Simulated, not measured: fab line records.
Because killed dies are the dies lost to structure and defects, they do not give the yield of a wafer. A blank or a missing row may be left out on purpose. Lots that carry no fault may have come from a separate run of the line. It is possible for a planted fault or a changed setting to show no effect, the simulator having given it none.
Struck lot and sound lot, side by side	flow berkeley-cmos170	14 out of 331 route steps
Sound: these wafers, L973.2, L973.4, L973.6. Struck: wafers L969.1, L969.5, L969.6. The cause is named last.
At each step with rows: each side's tool, then ch and its chambers, then its first start. Under that, the readings that differ: sound wafers	struck wafers	difference of the means	sigmas: that difference in standard deviations of wafers without a fault.
alike: words and numbers the same on both sides, and readings whose means are apart by under 2 such deviations; not compared: readings that were withheld, readings missing a value for some wafer, numbers with overlapping values and no deviation given by the record, and bounds like >300 which may hide the same value.
Wherever a step has rows on one side only, a row that says differs or no value, or a row with sigmas, the two part there. When numbers do not overlap yet have no deviation, they are printed without sigmas and do not part them. A reading that every wafer of one side lacks parts them only if that side has two wafers or more.

first, 2 steps without rows for these wafers: UCB170_GATE_PEB_10; UCB170_GATE_DEVELOP_11 (develop time 45 s).
UCB170_GATE_CD_MEAS_12: the cd target is 350 nm.
  sound: cd-sem-01 at day 11 21:03; struck: cd-sem-01 at day 10 17:28
  alike: cd-nm
UCB170_GATE_OVL_MEAS_13:
  sound: overlay-02 at day 11 21:10; struck: overlay-01 at day 10 17:35
  alike: GATE_OVL
UCB170_GATE_ETCH_14: etches BARC in N2/H2.
  sound on rie-diel-02 ch 0,2, day 11 21:11; struck on rie-diel-02 ch 1,2, day 10 17:37
  alike: drypump-motor-current-A, oes-product-au, throttle-valve-pct
UCB170_GATE_ETCH_15: etches poly-Si in HBr/Cl2, stops on SiO2, time 56.3 s, target depth 278.2 nm.
  sound on rie-si-02 ch 2,3, day 11 21:14; struck on rie-si-02 ch 0,1,2, day 10 17:40
  alike: drypump-motor-current-A, oes-product-au, throttle-valve-pct
  not compared: rf-hours-counter-h
UCB170_GATE_STRIP_16: strips in O2.
  sound on plasma-asher-02 ch 0,1, day 11 21:17; struck on plasma-asher-01 ch 0,1, day 10 17:43
  alike: drypump-motor-current-A, oes-product-au
  not compared: rf-hours-counter-h
UCB170_GATE_CD_MEAS_90: the cd target is 350 nm.
  sound: cd-sem-02 at day 11 21:24; struck: cd-sem-01 at day 10 17:49
  alike: cd-nm
then, 4 steps without rows for these wafers: UCB170_GATE_CLEAN_17 (cleans in SPM, time 600 s); UCB170_PLDD_HMDS_00 (prime time 60 s); UCB170_PLDD_COAT_01 (resist thk 886.4 nm); UCB170_PLDD_SOFTBAKE_02 (time 60 s).
UCB170_PLDD_EXPOSE_03: exposes mask PSELECT, target cd 1200 nm.
  sound on krf-scanner-02 ch 0, day 12 00:24; struck on krf-scanner-01, day 10 18:47
  no value came back on the struck wafers for exposure-dose-mJ-cm2, focus-offset-nm (nm); on the sound wafers exposure-dose-mJ-cm2 reads 30.27 30.27 30.26
  alike: mask
next, for these wafers, 1 step has no rows: UCB170_PLDD_PEB_04.

WHERE THEY PART
Only at UCB170_PLDD_EXPOSE_03, within this record.

WHY: what had been put in by the simulator
At UCB170_PLDD_EXPOSE_03, the step was skipped entirely on krf-scanner-01 from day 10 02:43 on. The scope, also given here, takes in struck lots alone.
